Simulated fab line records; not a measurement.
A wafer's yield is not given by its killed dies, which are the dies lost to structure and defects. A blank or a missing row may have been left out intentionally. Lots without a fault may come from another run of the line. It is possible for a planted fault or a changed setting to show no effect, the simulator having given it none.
Which tool was responsible? -- flow berkeley cmos170 -- 14 lots, 42 wafers sampled, at 2 steps of a route of 331

WHAT THE GAUGES SHOWED, per wafer
UCB170_PVT_TW_MEAS_09. Usual: for PVT_TW the level is 505 and the standard deviation is 4.4.
lot,measured,on,PVT_TW,flag
L142,day 6 19:23,film metro-04,508 510 509,
L141,day 6 19:52,film metro-04,508 510 510,
L144,day 7 05:13,film metro-03,500 500 498,
L145,day 7 05:23,film metro-04,511 507 512,
L143,day 7 05:50,film metro-01,497 503 501,
L148,day 7 23:00,film metro-01,499 498 500,
L152,day 8 06:37,film metro-04,507 510 508,
L149,day 8 06:38,film metro-03,501 502 500,
L151,day 8 06:49,film metro-04,507 511 510,
L150,day 8 06:55,film metro-04,509 507 505,
L153,day 8 23:19,film metro-04,507 506 508,
L157,day 9 14:20,film metro-04,545 544 544,OFF
L156,day 9 15:05,film metro-04,546 546 546,OFF
L162,day 11 01:24,film metro-01,502 505 500,

WHICH TOOL RAN EACH LOT (tool, then ch and the chambers of the sampled wafers, then the start)
lot,UCB170_PVT_IMPLANT_07
L142,"implanter-02 ch 0, day 6 19:08"
L141,"implanter-04 ch 0, day 6 19:37"
L144,"implanter-03 ch 0, day 7 04:58"
L145,"implanter-04 ch 0, day 7 05:08"
L143,"implanter-02 ch 0, day 7 05:35"
L148,"implanter-02 ch 0, day 7 22:45"
L152,"implanter-02 ch 0, day 8 06:16"
L149,"implanter-04 ch 0, day 8 06:23"
L151,"implanter-03 ch 0, day 8 06:35"
L150,"implanter-02 ch 0, day 8 06:41"
L153,"implanter-03 ch 0, day 8 23:06"
L157,"implanter-02 ch 0, day 9 14:06"
L156,"implanter-02 ch 0, day 9 14:51"
L162,"implanter-03 ch 0, day 11 01:09"
- UCB170_PVT_IMPLANT_07

WHAT THE TOOLS THEMSELVES READ (means of the sampled wafers that have a number; where no wafer has one, the mark that the record gives instead)
UCB170_PVT_IMPLANT_07. Usual: beam energy keV at 30.000, with a standard deviation of 0.0092.
lot,tool,beam energy keV,flag
L142,implanter-02,30.002,
L141,implanter-04,30.003,
L144,implanter-03,29.988,
L145,implanter-04,30.010,
L143,implanter-02,30.004,
L148,implanter-02,30.010,
L152,implanter-02,29.988,
L149,implanter-04,29.994,
L151,implanter-03,29.990,
L150,implanter-02,30.005,
L153,implanter-03,29.999,
L157,implanter-02,38.995,OFF
L156,implanter-02,39.006,OFF
L162,implanter-03,29.997,

THE ANSWER, worked out from the rows above alone
Rule: a lot is off if the mean of its wafers that have a number lies more than 3 standard deviations from the usual mean. Also off: a lot with no number at a reading for which 4 or more lots have one. Where the step has rows for the other lots, those lots are counted as sound. First the gauges in route order, then the tools' own readings, where a lot's mean is used as printed above. At the first step where some lot is off, the reading lying furthest off is the one used; lots without a number count as furthest.
Off: at UCB170_PVT_TW_MEAS_09 (PVT_TW), L157, L156.
A tool fits if, at a process step before that reading, it ran every lot that is off, and no sound lot after the first of them. The gauges at UCB170_PVT_TW_MEAS_09 aren't tried: what is off there is off at UCB170_PVT_IMPLANT_07 too, on other tools, and a gauge's error can't cause that. One fits: UCB170_PVT_IMPLANT_07 on implanter-02. Its last sound lot is L150 (day 8 06:41), its first lot that is off L157 (day 9 14:06): a fault that began between those two fits.
On the lots that are off, the tool's own readings at UCB170_PVT_IMPLANT_07 differ by more than 5 times the standard deviation of the sound lots' means, which bears it out; beam energy keV reads 39.001 there versus 29.999 on the sound lots.

WHAT HAD BEEN PUT IN BY THE SIMULATOR
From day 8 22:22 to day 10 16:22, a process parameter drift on implanter-02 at UCB170_PVT_IMPLANT_07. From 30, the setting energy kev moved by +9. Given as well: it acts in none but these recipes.
Struck lots among those shown: L157, L156. This agrees with what the rule above found.
